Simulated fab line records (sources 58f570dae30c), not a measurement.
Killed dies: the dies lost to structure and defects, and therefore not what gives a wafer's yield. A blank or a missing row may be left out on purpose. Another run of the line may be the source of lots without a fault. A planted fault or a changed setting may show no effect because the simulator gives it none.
Comparing a struck lot with a sound one ; flow berkeleyCmos170 ; 14 out of 331 route steps
Sound: wafers L350.2, L350.5, L350.6. Wafers L346.1, L346.4, L346.5 were the ones struck. The cause is named last.
Per side, at each step with rows, come the tool, then ch with its chambers, and then its first start. Under that, the readings that differ: sound wafers ; struck wafers ; difference of the means ; sigmas: that difference in standard deviations of wafers without a fault.
alike: words and numbers the same on both sides, and readings whose means are apart by under 2 such deviations; not compared: readings that were withheld, readings missing a value for some wafer, numbers with overlapping values and no deviation given by the record, and bounds like >300 which may hide the same value.
A row with sigmas, a row that says differs or no value, or rows on one side alone: a step with any of these is where the two part. Numbers that have no deviation but don't overlap get no sigmas and don't part them. A reading that every wafer of one side lacks parts them only if that side has two wafers or more.

UCB170_M3_RS_MEAS_02: measurement is done with a four-point probe.
  sound on filmMetro-04 at day 10 05:30; struck on filmMetro-04 at day 9 17:15
  alike: M3_AL_RS
UCB170_M3_THK_MEAS_03: measures by xrf.
  sound on filmMetro-04 at day 10 05:37; struck on filmMetro-04 at day 9 17:22
  alike: M3_AL_THK
then, 3 steps without rows for these wafers: UCB170_M3_HMDS_04 (prime time 60 s); UCB170_M3_COAT_05 (resist thk 900 nm); UCB170_M3_SOFTBAKE_06 (time 60 s).
UCB170_M3_STRIP_07: strips in O2.
  sound on plasmaAsher-03 ch 0,1, day 10 06:14; struck on plasmaAsher-02 ch 0, day 9 18:07
  alike: chamberPressureMTorr, drypumpMotorCurrentA, oesProductAu, stripTimeToEndpointS
  not compared: rfHoursCounterH
then, 6 steps without rows for these wafers: UCB170_M3_STRIP_08 (strips KrF in DMSO, time 600 s); UCB170_M3_COAT_09; UCB170_M3_COAT_10 (resist thk 900 nm); UCB170_M3_SOFTBAKE_11 (time 60 s); UCB170_M3_EXPOSE_12 (exposes mask METAL3, target cd 700 nm); UCB170_M3_PEB_13.
UCB170_M3_DEVELOP_14: develop time 45 s.
  struck on lithoTrack-03, day 9 19:00; sound on lithoTrack-01 ch 0, day 10 07:00
  no value came back on the struck wafers for chillPlateTempC (C), developTimeS (s); on the sound wafers chillPlateTempC (C) reads 23.05 23.02 23.07
reading;sound;struck;difference;sigmas
model.KrF_of_M3_COAT_10.thkNm (nm);890.8 887.8 887.9;896 898.5 899;+9;
UCB170_M3_CD_MEAS_15 targets a cd of 700 nm.
  sound on cdSem-02 at day 10 08:06; struck on cdSem-01 at day 9 19:28
reading;sound;struck;difference;sigmas
cdNm (nm);699.6 699.2 700.0;- - -;no value on the struck wafers;

WHERE THEY PART
Last at UCB170_M3_CD_MEAS_15 as far as this record goes, first at UCB170_M3_DEVELOP_14.

WHY: what the simulator had put in
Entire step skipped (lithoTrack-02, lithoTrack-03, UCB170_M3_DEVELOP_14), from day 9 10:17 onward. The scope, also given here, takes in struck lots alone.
